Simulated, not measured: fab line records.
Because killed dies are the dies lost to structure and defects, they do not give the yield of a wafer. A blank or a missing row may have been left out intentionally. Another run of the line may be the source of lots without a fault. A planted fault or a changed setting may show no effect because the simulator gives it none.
Split-lot trial | flow rit cmos | route with 202 steps; 5 lots, 23 wafers read

## ABOUT THE SPLIT
At RIT_FOX2_OXIDATION_00 (target thk 350.7 nm, ox time 1130 s), the setting ox time s was moved away from the recipe's 1130 s on 15 of the 23 wafers read, by -14.1% to +14.3%. This setting was run at the recipe's value on the other wafers.

## FROM THE SPLIT TO THE READING: what the file shows between them, 20 steps
- RIT_FOX2_THK_MEAS_01
- RIT_FOX2_CLEAN_02: cleans in dHF, time 180 s
- RIT_FOX2_WET_ETCH_03: etches Si3N4 in H3PO4, target depth 195 nm, time 2700 s
- RIT_FOX2_THK_MEAS_90
- RIT_NWELL_IMPLANT_08 (also split here: dose cm2)
- RIT_NWELL_STRIP_09: strips in O2, time 180 s
- RIT_WELLDRIVE_ANNEAL_00: time 14700 s
- RIT_WELLDRIVE_RS_MEAS_01: measures by four-point-probe
- RIT_NRETRO_COAT_01: resist thk 1300 nm (also split here: spin rpm)
- RIT_NRETRO_SOFTBAKE_02: time 60 s
- RIT_NRETRO_EXPOSE_03: exposes mask M4, target cd 43900 nm
- RIT_NRETRO_DEVELOP_05: develop time 68 s
- RIT_NRETRO_HARDBAKE_07: time 120 s
- RIT_PRETRO_SOFTBAKE_02: time 60 s (also split here: temp c)
- RIT_PRETRO_EXPOSE_03: exposes mask M5, target cd 43700 nm
- RIT_PRETRO_PEB_04
- RIT_PRETRO_DEVELOP_05: develop time 68 s
- RIT_PRETRO_HARDBAKE_07: time 120 s
- RIT_GATE_CLEAN_03: cleans in SC2, time 600 s
- RIT_GATE_CLEAN_04: cleans in dHF, time 60 s

## THE READING
At RIT_FOX2_THK_MEAS_91: FIELD_OXIDE_LEFT_2_THK, given in nm. Fault-free wafers of this fab line usually give 256 nm, standard deviation 6.6 nm.

wafer  | tool, chamber at the split | ox time s as run, s | against the recipe | FIELD_OXIDE_LEFT_2_THK, nm | against lot-mates on the recipe
L078.2 | -, -                       | 1130                | recipe             | 253                        | -
L078.3 | -, -                       | 1130                | recipe             | 254                        | -
L078.4 | -, -                       | 1130                | recipe             | 252                        | -
L078.5 | -, -                       | 1130                | recipe             | 246                        | -
L078.6 | -, -                       | 1130                | recipe             | 257                        | -
L079.1 | -, -                       | 1175                | +4.0%              | 257                        | no lot-mate on the recipe
L079.2 | -, -                       | 1175                | +4.0%              | 259                        | no lot-mate on the recipe
L079.3 | -, -                       | 1175                | +4.0%              | 260                        | no lot-mate on the recipe
L079.4 | -, -                       | 1175                | +4.0%              | 261                        | no lot-mate on the recipe
L079.6 | -, -                       | 1175                | +4.0%              | 262                        | no lot-mate on the recipe
L080.1 | -, -                       | 1292                | +14.3%             | 273                        | no lot-mate on the recipe
L080.2 | -, -                       | 1292                | +14.3%             | 278                        | no lot-mate on the recipe
L080.3 | -, -                       | 1292                | +14.3%             | 278                        | no lot-mate on the recipe
L080.4 | -, -                       | 1292                | +14.3%             | 273                        | no lot-mate on the recipe
L080.6 | -, -                       | 1292                | +14.3%             | 273                        | no lot-mate on the recipe
L083.1 | -, -                       | 970.4               | -14.1%             | 224                        | no lot-mate on the recipe
L083.2 | -, -                       | 970.4               | -14.1%             | 221                        | no lot-mate on the recipe
L083.3 | -, -                       | 970.4               | -14.1%             | 222                        | no lot-mate on the recipe
L083.5 | -, -                       | 970.4               | -14.1%             | 226                        | no lot-mate on the recipe
L083.6 | -, -                       | 970.4               | -14.1%             | 228                        | no lot-mate on the recipe
L085.2 | furnace-01, 0              | 1130                | recipe             | 257                        | -
L085.3 | furnace-01, 0              | 1130                | recipe             | 263                        | -
L085.6 | furnace-01, 0              | 1130                | recipe             | 250                        | -

FIT RESULTS
A straight line over all 23 wafers: FIELD_OXIDE_LEFT_2_THK changes by +1.79 nm for each +1% of ox time s; r = +0.97; the points scatter about the line by 4.1 nm.
Too few moved wafers have a lot-mate on the recipe to fit a line with each lot's own level taken away.

## THE WHOLE CHAIN: every reading that the file lists as answering this split, in the file's order
step                  | what it does                        | reading                                                                           | change (the file's fit)              | r (the file's)
RIT_FOX2_OXIDATION_00 | target thk 350.7 nm, ox time 1130 s | SiO2_of_FOX2_OXIDATION_00.thk nm (the simulator's own value, which no gauge read) | +1.83 nm for each +1% of the setting | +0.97
RIT_FOX2_THK_MEAS_01  |                                     | FOX2_OXIDE_THK                                                                    | +1.83 for each +1% of the setting    | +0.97
RIT_FOX2_THK_MEAS_90  |                                     | FIELD_OXIDE_LEFT_1_THK                                                            | +1.82 for each +1% of the setting    | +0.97
RIT_FOX2_THK_MEAS_91  |                                     | FIELD_OXIDE_LEFT_2_THK                                                            | +1.8 for each +1% of the setting     | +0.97

## FILE'S OWN FIT
FIELD_OXIDE_LEFT_2_THK changes by +1.8 nm for each +1% of ox time s, r = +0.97.
